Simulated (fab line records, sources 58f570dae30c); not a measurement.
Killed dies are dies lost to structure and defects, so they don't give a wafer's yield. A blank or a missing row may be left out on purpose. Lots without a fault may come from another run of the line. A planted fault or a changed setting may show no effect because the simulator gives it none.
Problem report in the 8D (eight disciplines) form, filled by code | flow berkeley_cmos170 | the parts of the form that need people (team, actions taken, sign-off) are left out

1. THE PROBLEM
PLDD_OVL at UCB170_PLDD_OVL_MEAS_07 reads a mean of 261 nm on 12 wafers of 4 lots; wafers without a fault read -1 nm with a standard deviation of 5.3. That is +49 standard deviations from the usual mean.
First seen on wafer L180.2, day 9 21:57, on overlay-01. The record holds 48 wafers of 16 lots with a number at this step. Rule for "out", or "out of limits": more than 4 standard deviations from the usual mean. The other wafers with a number count as sound.

2. WHAT IT IS AND WHAT IT IS NOT
question                    | is                     | is not
which readings at this step | PLDD_OVL               | -
which lots                  | L180, L182, L184, L185 | L167, L169, L170, L171, L172, L173, L174, L175, L176, L177, L187, L188
which wafers of those lots  | all that have a number | -
read on which gauges        | overlay-01, overlay-02 | -
when                        | from day 9 21:57       | up to then (30 sound wafers); but 6 sound wafers of L187, L188 came after

3. SUSPECTS, AND WHAT RULES EACH OUT
Counting: a tool at a process step up to the reading stays a suspect if it ran every lot that is out and no sound lot after the first of them.
- the gauge at UCB170_PLDD_OVL_MEAS_07: ruled out. The wafers that are out were read on 2 gauges (overlay-01, overlay-02).
- krf_scanner-01 at UCB170_PLDD_EXPOSE_03 (exposes mask PSELECT, target cd 1200 nm): kept. It ran every lot that is out, first L180 (day 9 21:27), and no sound lot after that; its last sound lot up to then is L175 (day 8 21:26).
Left after counting: krf_scanner-01 at UCB170_PLDD_EXPOSE_03.

4. THE CAUSE (what the simulator had put in)
Scanner matching overlay: krf_scanner-01, from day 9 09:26 on, at UCB170_PLDD_EXPOSE_03. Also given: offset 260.
Counting left only this tool.

5. THE CHAIN OF EFFECTS, in route order
Each row: a reading whose mean over the struck wafers that have a number lies more than 3 standard deviations from the usual. Only readings for which the record gives a usual standard deviation are gone through. hours: the time from each lot's start at the first step in this table that gives one to its start at this step, as a median over the lots. sigmas: the change in usual standard deviations.
hours | step                    | reading  | usual | on struck wafers | change | sigmas
0     | UCB170_PLDD_OVL_MEAS_07 | PLDD_OVL | -1 nm | 261              | +262   | +49
Later measuring or inspecting steps at which every struck wafer that the step has a row for has a number for every such reading, and none has moved that far: UCB170_NLDD_CD_MEAS_06, UCB170_SDANNEAL_RS_MEAS_05.

6. WHAT WOULD HAVE CAUGHT IT SOONER
In this record the first reading out of limits at a measuring or inspecting step was taken at day 9 21:57, 13 hours after the fault began at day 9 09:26.
Of the lots that are out (4), L182, L185, L184 began UCB170_PLDD_EXPOSE_03 on krf_scanner-01 after day 9 21:57. A hold on the tool at that time would have spared those 3.
